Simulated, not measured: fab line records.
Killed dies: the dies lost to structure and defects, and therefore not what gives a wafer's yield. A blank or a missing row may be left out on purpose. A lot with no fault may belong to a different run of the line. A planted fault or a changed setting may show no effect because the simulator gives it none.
The tool behind it: which one?	flow berkeleyCmos170	24 lots with 72 wafers sampled at 6 steps, on a route of 331 steps

WHAT THE GAUGES SHOWED, per wafer
UCB170_V2_CD_MEAS_12: target cd 700 nm.
lot	measured	on	cdNm (nm)
L074	day 8 18:16	cdSem-01	696.7 697.5 696.8
L077	day 9 13:35	cdSem-02	699.5 699.1 700.2
L075	day 9 15:49	cdSem-02	699.7 700.1 699.1
L076	day 9 17:41	cdSem-02	701.5 700.8 700.7
L078	day 10 05:42	cdSem-02	698.9 698.2 697.4
L080	day 10 08:38	cdSem-01	699.5 699.2 698.3
L079	day 10 08:35	cdSem-02	700.5 701.2 700.8
L081	day 10 08:28	cdSem-01	699.4 699.3 698.5
L082	day 11 01:47	cdSem-02	701.7 700.3 701.2
L085	day 11 02:40	cdSem-02	701.1 701.1 701.4
L083	day 11 03:55	cdSem-01	698.4 697.3 697.1
L084	day 11 04:26	cdSem-01	702.7 702.3 703.5
L086	day 11 05:08	cdSem-02	699.7 700.0 700.4
L087	day 12 04:06	cdSem-02	702.3 701.1 701.4
L088	day 12 04:20	cdSem-01	701.9 701.7 701.7
L089	day 12 11:35	cdSem-01	703.9 703.2 704.5
L090	day 12 12:24	cdSem-02	698.2 699.0 698.9
L092	day 12 17:43	cdSem-02	696.5 697.1 697.1
L093	day 12 19:14	cdSem-01	700.1 699.8 699.7
L091	day 13 00:58	cdSem-02	699.4 701.0 699.5
L095	day 13 08:49	cdSem-01	701.0 699.9 700.5
L094	day 13 09:05	cdSem-02	699.2 700.2 699.5
L096	day 13 21:06	cdSem-02	700.6 701.3 700.7
L097	day 14 01:56	cdSem-02	700.7 700.9 700.1

UCB170_V2_CD_MEAS_90: target cd 700 nm.
lot	measured	on	cdNm (nm)
L074	day 8 18:43	cdSem-02	696.7 697.5 696.6
L077	day 9 14:01	cdSem-02	699.4 698.8 700.7
L075	day 9 16:25	cdSem-02	700.2 699.2 699.8
L076	day 9 18:12	cdSem-02	701.5 700.1 701.1
L078	day 10 06:25	cdSem-02	698.8 697.9 696.2
L080	day 10 09:04	cdSem-02	699.7 699.3 699.5
L079	day 10 09:01	cdSem-01	700.2 701.2 700.2
L081	day 10 08:55	cdSem-02	699.0 699.8 698.1
L082	day 11 02:13	cdSem-02	701.6 700.8 701.7
L085	day 11 03:06	cdSem-02	700.0 700.5 701.2
L083	day 11 04:20	cdSem-02	698.4 697.2 697.5
L084	day 11 04:56	cdSem-01	701.5 702.1 703.1
L086	day 11 05:44	cdSem-02	700.3 699.8 700.6
L087	day 12 04:32	cdSem-02	702.4 701.2 700.9
L088	day 12 04:46	cdSem-01	701.5 701.7 701.8
L089	day 12 12:01	cdSem-02	703.6 704.1 704.5
L090	day 12 12:50	cdSem-02	698.3 698.5 698.7
L092	day 12 18:08	cdSem-01	696.8 697.1 696.8
L093	day 12 19:40	cdSem-01	700.4 700.5 699.5
L091	day 13 01:25	cdSem-01	699.4 701.2 699.8
L095	day 13 09:15	cdSem-02	700.8 699.4 700.4
L094	day 13 09:31	cdSem-01	699.5 700.5 698.8
L096	day 13 21:32	cdSem-02	699.9 700.8 700.5
L097	day 14 02:23	cdSem-02	700.9 701.3 700.3

UCB170_M3_RS_MEAS_02: uses a four-point probe to measure.
lot	measured	on	M3_AL_RS (ohm/sq)
L074	day 8 18:59	filmMetro-02	0.0319 0.0321 0.0322
L077	day 9 14:17	filmMetro-02	0.0319 0.0320 0.0324
L075	day 9 16:41	filmMetro-04	0.0319 0.0318 0.0318
L076	day 9 18:28	filmMetro-03	0.0322 0.0321 0.0324
L078	day 10 06:41	filmMetro-04	0.0317 0.0320 0.0322
L080	day 10 09:20	filmMetro-04	0.0323 0.0322 0.0324
L079	day 10 09:17	filmMetro-03	0.0325 0.0326 0.0328
L081	day 10 09:11	filmMetro-02	0.0321 0.0322 0.0324
L082	day 11 02:29	filmMetro-04	0.0323 0.0325 0.0325
L085	day 11 03:22	filmMetro-02	0.0319 0.0320 0.0320
L083	day 11 04:37	filmMetro-03	0.0317 0.0318 0.0318
L084	day 11 05:12	filmMetro-03	0.0328 0.0326 0.0327
L086	day 11 06:00	filmMetro-03	0.0323 0.0320 0.0321
L087	day 12 04:48	filmMetro-02	0.0318 0.0321 0.0317
L088	day 12 05:02	filmMetro-03	0.0328 0.0325 0.0326
L089	day 12 12:17	filmMetro-03	0.0317 0.0318 0.0317
L090	day 12 13:06	filmMetro-03	0.0321 0.0321 0.0321
L092	day 12 18:25	filmMetro-04	0.0320 0.0318 0.0319
L093	day 12 19:56	filmMetro-02	0.0323 0.0325 0.0324
L091	day 13 01:41	filmMetro-03	0.0320 0.0320 0.0321
L095	day 13 09:31	filmMetro-03	0.0313 0.0316 0.0314
L094	day 13 09:47	filmMetro-02	0.0316 0.0316 0.0317
L096	day 13 21:49	filmMetro-02	0.0321 0.0320 0.0323
L097	day 14 02:39	filmMetro-04	0.0314 0.0314 0.0313

UCB170_M3_THK_MEAS_03: measures by xrf.
lot	measured	on	M3_AL_THK (nm)
L074	day 8 19:05	filmMetro-02	905 902 889
L077	day 9 14:25	filmMetro-02	896 893 888
L075	day 9 16:49	filmMetro-04	906 913 915
L076	day 9 18:35	filmMetro-03	896 908 894
L078	day 10 06:47	filmMetro-04	914 904 905
L080	day 10 09:28	filmMetro-04	893 900 891
L079	day 10 09:23	filmMetro-03	893 896 884
L081	day 10 09:17	filmMetro-02	891 891 886
L082	day 11 02:35	filmMetro-04	903 890 892
L085	day 11 03:28	filmMetro-02	900 903 900
L083	day 11 04:43	filmMetro-03	920 914 914
L084	day 11 05:19	filmMetro-03	893 897 888
L086	day 11 06:07	filmMetro-03	897 908 906
L087	day 12 04:55	filmMetro-02	893 883 900
L088	day 12 05:09	filmMetro-03	890 895 893
L089	day 12 12:24	filmMetro-03	918 913 918
L090	day 12 13:13	filmMetro-03	908 904 904
L092	day 12 18:32	filmMetro-04	905 909 912
L093	day 12 20:04	filmMetro-02	878 874 882
L091	day 13 01:47	filmMetro-03	903 902 902
L095	day 13 09:38	filmMetro-03	922 920 917
L094	day 13 09:55	filmMetro-02	910 905 904
L096	day 13 21:55	filmMetro-02	883 894 885
L097	day 14 02:46	filmMetro-04	923 920 923

UCB170_M3_CD_MEAS_90: target cd 700 nm.
lot	measured	on	cdNm (nm)
L074	day 8 21:59	cdSem-02	701.4 700.6 700.4
L077	day 9 17:34	cdSem-02	700.6 699.3 699.3
L075	day 9 19:50	cdSem-01	701.9 704.4 704.5
L076	day 9 21:36	cdSem-02	702.0 702.9 704.2
L078	day 10 09:17	cdSem-01	702.1 702.0 704.7
L080	day 10 12:02	cdSem-02	697.5 693.8 697.1
L079	day 10 11:57	cdSem-02	701.0 701.0 704.2
L081	day 10 11:43	cdSem-02	700.5 703.0 702.5
L082	day 11 05:19	cdSem-01	697.4 696.7 697.9
L085	day 11 07:42	cdSem-01	704.5 704.4 703.4
L083	day 11 07:47	cdSem-02	704.9 708.3 702.9
L084	day 11 08:16	cdSem-01	699.6 700.2 700.8
L086	day 11 08:49	cdSem-02	698.0 700.1 702.1
L087	day 12 07:02	cdSem-02	698.9 701.0 699.2
L088	day 12 07:35	cdSem-01	702.3 698.4 702.4
L089	day 12 14:47	cdSem-01	696.7 703.7 700.8
L090	day 12 15:28	cdSem-02	701.4 700.6 705.0
L092	day 12 21:20	cdSem-02	703.5 700.3 701.3
L093	day 12 23:20	cdSem-02	698.4 697.7 701.7
L091	day 13 04:05	cdSem-02	700.4 699.9 700.3
L095	day 13 11:45	cdSem-01	702.7 699.2 698.6
L094	day 13 12:09	cdSem-02	697.2 704.0 699.5
L096	day 14 00:22	cdSem-01	697.0 696.3 697.3
L097	day 14 08:08	cdSem-01	702.9 700.1 699.0

EACH LOT AND THE TOOL THAT RAN IT (in order: tool; ch and the chambers of the sampled wafers; start)
lot	UCB170_V1_CVD_00
L074	pecvd-03 ch 0,1,2, day 8 08:29
L077	pecvd-01 ch 0,2, day 9 06:46
L075	pecvd-02 ch 0,2, day 9 08:40
L076	pecvd-03 ch 1,2, day 9 10:00
L078	pecvd-03 ch 0,2, day 9 18:46
L080	pecvd-01 ch 1,2, day 9 20:07
L079	pecvd-03 ch 0,1, day 9 21:26
L081	pecvd-01 ch 0,1, day 9 21:26
L082	pecvd-03 ch 0,1,2, day 10 16:10
L085	pecvd-01 ch 0,1,2, day 10 18:07
L083	pecvd-03 ch 1,2, day 10 19:23
L084	pecvd-01 ch 0,2, day 10 19:23
L086	pecvd-03 ch 1,2, day 10 20:43
L087	pecvd-02 ch 0,2, day 11 18:19
L088	pecvd-01 ch 0,1,2, day 11 19:39
L089	pecvd-03 ch 0,2, day 12 02:49
L090	pecvd-01 ch 0,1,2, day 12 04:10
L092	pecvd-03 ch 0,1, day 12 10:49
L093	pecvd-01 ch 0,1, day 12 12:09
L091	pecvd-01 ch 0,1,2, day 12 14:27
L095	pecvd-03 ch 0,1, day 12 23:28
L094	pecvd-02 ch 1,2, day 13 00:47
L096	pecvd-01 ch 1,2, day 13 12:56
L097	pecvd-03 ch 0,1, day 13 16:47
- UCB170_V1_CVD_00: deposits SiO2 from TEOS/O2, target thk 2000 nm, time 250 s.

WHAT THE TOOLS THEMSELVES READ (means of the sampled wafers that have a number; where no wafer has one, the mark that the record gives instead)
UCB170_V1_CVD_00.
lot	tool	heaterPowerW (W)
L074	pecvd-03	226
L077	pecvd-01	272
L075	pecvd-02	281
L076	pecvd-03	238
L078	pecvd-03	265
L080	pecvd-01	227
L079	pecvd-03	227
L081	pecvd-01	237
L082	pecvd-03	287
L085	pecvd-01	230
L083	pecvd-03	224
L084	pecvd-01	260
L086	pecvd-03	238
L087	pecvd-02	242
L088	pecvd-01	233
L089	pecvd-03	278
L090	pecvd-01	262
L092	pecvd-03	252
L093	pecvd-01	234
L091	pecvd-01	262
L095	pecvd-03	286
L094	pecvd-02	296
L096	pecvd-01	232
L097	pecvd-03	244

THE ANSWER, worked out from the rows above alone
Rule: the usual values come from the lots themselves. The widest of any qualifying gaps counts: lots, ordered by their means at a reading, are off when they make up no more than a third of the lots, leave a main group of 4 or more, and stand apart from it by 3 or more times the standard deviation of that group's means. If all means in a main group match to the digits the tables above print for the reading, that group is not used. Also off: a lot with no number at a reading for which 4 or more lots have one. Where the step has rows for the other lots, those lots are counted as sound. Order of review: gauges by route order, followed by the tools' own readings, for which a lot's mean as printed above is used. The first step at which some lot is off is used, and at that step the reading that is off furthest; a lot without a number counts as furthest.
None of the lots is off at any reading shown; this tells nothing.

WHAT THE SIMULATOR HAD PUT IN
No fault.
